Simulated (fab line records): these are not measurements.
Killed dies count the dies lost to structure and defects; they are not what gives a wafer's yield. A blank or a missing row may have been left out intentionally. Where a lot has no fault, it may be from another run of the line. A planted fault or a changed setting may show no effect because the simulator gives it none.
Split-lot study    flow rit-cmos    5 lots, 23 wafers read, on a route of 202 steps

THE SPLIT
At RIT_NSD_IMPLANT_08, the setting energy-kev was moved away from the recipe's 25 on 10 of the 23 wafers read, by -2.2% to +5.6%. The other wafers ran this setting at the recipe's value.

The split's own step is where the reading is taken.

THE READING
implant.drp-nm (the simulator's own value, which no gauge read), in nm, at RIT_NSD_IMPLANT_08. The file gives no usual value for it.

wafer   tool, chamber at the split  energy-kev as run  against the recipe  implant.drp-nm, nm  against lot-mates on the recipe
L074.1  implanter-02, 0             25                 recipe              14.84               -
L074.2  implanter-02, 0             25                 recipe              14.84               -
L074.4  implanter-02, 0             25                 recipe              14.84               -
L076.1  implanter-02, 0             24.47              -2.1%               14.65               -0.19
L076.2  implanter-02, 0             24.47              -2.1%               14.65               -0.19
L076.5  implanter-02, 0             24.47              -2.1%               14.65               -0.19
L076.3  implanter-02, 0             25                 recipe              14.84               -
L076.6  implanter-02, 0             25                 recipe              14.84               -
L080.1  implanter-01, 0             24.44              -2.2%               14.64               -0.20
L080.3  implanter-01, 0             24.44              -2.2%               14.64               -0.20
L080.6  implanter-01, 0             24.44              -2.2%               14.64               -0.20
L080.2  implanter-01, 0             25                 recipe              14.84               -
L080.4  implanter-01, 0             25                 recipe              14.84               -
L082.1  implanter-02, 0             25                 recipe              14.84               -
L082.4  implanter-02, 0             25                 recipe              14.84               -
L082.5  implanter-02, 0             25                 recipe              14.84               -
L082.3  implanter-02, 0             26.41              +5.6%               15.34               +0.50
L082.6  implanter-02, 0             26.41              +5.6%               15.34               +0.50
L084.1  implanter-01, 0             25                 recipe              14.84               -
L084.3  implanter-01, 0             25                 recipe              14.84               -
L084.5  implanter-01, 0             25                 recipe              14.84               -
L084.4  implanter-01, 0             25.48              +1.9%               15.01               +0.17
L084.6  implanter-01, 0             25.48              +1.9%               15.01               +0.17

THE FIT
A straight line over all 23 wafers: implant.drp-nm changes by +0.0889 nm for each +1% of energy-kev; r = +1.00; the points scatter about the line by 0.00064 nm.
The same after taking each lot's own level away (the mean of its wafers on the recipe; 23 wafers): +0.0889 nm for each +1%; r = +1.00; scatter 0.00064 nm.
That fit puts the effect of the largest move of energy-kev on the reading at 0.5 nm.
The lots' own levels span 14.840 to 14.840 nm.
Consequently the slope shifts little with the lot-to-lot level, the two slopes agreeing.
Check: for one of the wafers moved furthest among these (+5.6%), held out of the fit, the line's prediction against its lot-mates is +0.501 nm. It came out at +0.5 nm against them.

ADDITIONAL SPLITS CARRIED BY THESE WAFERS
Note: prior to the reading, these wafers also went through further splits. Each is held against what the fit with the lots' levels taken away leaves over:
other split on the same wafers        wafers away from the commonest value  r with implant.drp-nm (lot level and that fit taken away)
RIT_ACTIVE_OXIDATION_01 temp-c        15                                    -0.27
RIT_ACTIVE_CVD_03 temp-c              18                                    +0.18
RIT_ACTIVE_DEVELOP_10 develop-time-s  10                                    -0.23
RIT_PWELL_IMPLANT_08 energy-kev       12                                    +0.20
RIT_NRETRO_COAT_01 spin-rpm           11                                    +0.22
RIT_NRETRO_SOFTBAKE_02 temp-c         6                                     +0.08
RIT_PRETRO_COAT_01 resist-thk-nm      8                                     +0.15
RIT_PLDD_COAT_01 spin-rpm             8                                     -0.22
RIT_PLDD_DEVELOP_05 dev-temp-c        4                                     -0.17

THE WHOLE CHAIN: every reading that the file lists as answering this split, in the file's order
step                what it does  reading                                                          change (the file's fit)                 r (the file's)
RIT_NSD_IMPLANT_08                implant.rp-nm (the simulator's own value, which no gauge read)   +0.218 nm for each +1% of the setting   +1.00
RIT_NSD_IMPLANT_08                implant.drp-nm (the simulator's own value, which no gauge read)  +0.0889 nm for each +1% of the setting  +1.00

THE FILE'S OWN FIT
implant.drp-nm changes by +0.0889 nm for each +1% of energy-kev, r = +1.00.
